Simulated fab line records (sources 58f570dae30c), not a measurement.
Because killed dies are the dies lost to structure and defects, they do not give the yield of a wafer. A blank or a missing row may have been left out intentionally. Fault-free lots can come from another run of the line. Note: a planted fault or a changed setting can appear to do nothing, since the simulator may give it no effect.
Matching of chambers | flow berkeley-cmos170 | UCB170_V2_CMP_02 on cmp-01 has 4 sister chambers
The step polishes SiO2. 4 wafers are shown with their chamber, then 10 later ones without.

== WAFERS, EACH WITH ITS CHAMBER ==
wafer  | chamber | motor-current-A (A)
L326.1 | 0       | 16.7
L326.5 | 2       | 15.2
L327.4 | 3       | 16.5
L327.5 | 1       | 15.4

== WAFERS WHOSE CHAMBER IS MISSING ==
wafer  | motor-current-A (A)
L327.6 | 17.3
L336.2 | 14.8
L336.3 | 16.1
L336.4 | 17.1
L338.1 | 16.0
L338.3 | 14.5
L338.6 | 15.2
L337.3 | 18.1
L337.5 | 16.2
L337.6 | 17.8

== WHICH CHAMBER EACH ONE RAN IN ==
wafer  | from the rows above               | in truth
L327.6 | can't be placed: 0 or 3 or 1      | 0
L336.2 | can't be placed: 2 or 1 or 3      | 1
L336.3 | can't be placed: 3 or 0 or 1 or 2 | 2
L336.4 | can't be placed: 0 or 3 or 1      | 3
L338.1 | can't be placed: 3 or 1 or 0 or 2 | 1
L338.3 | can't be placed: 2 or 1 or 3      | 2
L338.6 | can't be placed: 2 or 1 or 3      | 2
L337.3 | can't be placed: 0 or 3 or 1      | 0
L337.5 | can't be placed: 3 or 0 or 1 or 2 | 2
L337.6 | can't be placed: 0 or 3 or 1      | 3
Placed correctly: 0 of 10. Unplaceable from these rows: 10, with the true chamber sitting among the candidates in 10. Placed wrongly: 0.
How it was worked out, from the rows above alone: a wafer's distance from a chamber is the root of the sum, over the readings, of the square of ((its reading less the chamber's mean) divided by the reading's scatter). The wafer belongs to the nearest chamber; if the next one is less than 2 further off, it can't be placed. A chamber's mean is the mean of its shown wafers. The scatter: with one shown wafer a chamber, the root of the mean of the squares of how far each hidden wafer lies from its nearest shown one.
